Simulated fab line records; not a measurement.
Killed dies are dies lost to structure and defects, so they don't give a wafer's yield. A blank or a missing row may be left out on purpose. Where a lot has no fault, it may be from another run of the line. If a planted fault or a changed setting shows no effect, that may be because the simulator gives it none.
Which tool is to blame? | flow berkeley-cmos170 | route of 331 steps, sampled at 1 step: 7 lots, 21 wafers

WHAT THE GAUGES READ, wafer by wafer
UCB170_V1_THK_MEAS_04.
lot  | measured     | on            | V1_POLISHED_THK (nm)
L277 | day 8 17:01  | film-metro-01 | 1000.0 998.9 998.3
L282 | day 9 16:32  | film-metro-04 | 1000.8 1000.1 1002.5
L287 | day 10 07:07 | film-metro-01 | 1000.1 998.9 999.9
L285 | day 10 09:47 | film-metro-01 | 1000.0 998.8 997.6
L290 | day 11 13:44 | film-metro-01 | 999.6 1000.9 1002.8
L291 | day 11 16:29 | film-metro-01 | 1000.7 1000.3 1002.5
L295 | day 12 14:57 | film-metro-03 | 1000.7 1000.7 998.1

TOOL THAT RAN EACH LOT (tool first, then ch and the chambers of the sampled wafers, then the start)
There is no process step in the record ahead of these readings.

THE ANSWER, worked out from the rows above alone
Rule: what is usual is taken from the lots themselves. The widest of any qualifying gaps counts: lots, ordered by their means at a reading, are off when they make up no more than a third of the lots, leave a main group of 4 or more, and stand apart from it by 3 or more times the standard deviation of that group's means. Not used: any main group whose means are identical at the precision the tables above print for the reading. A lot without any number at a reading at which 4 lots or more have one is off too. Where the step has rows for the other lots, those lots are counted as sound.
None of the lots is off at any reading shown; this tells nothing.

WHAT THE SIMULATOR HAD INSERTED
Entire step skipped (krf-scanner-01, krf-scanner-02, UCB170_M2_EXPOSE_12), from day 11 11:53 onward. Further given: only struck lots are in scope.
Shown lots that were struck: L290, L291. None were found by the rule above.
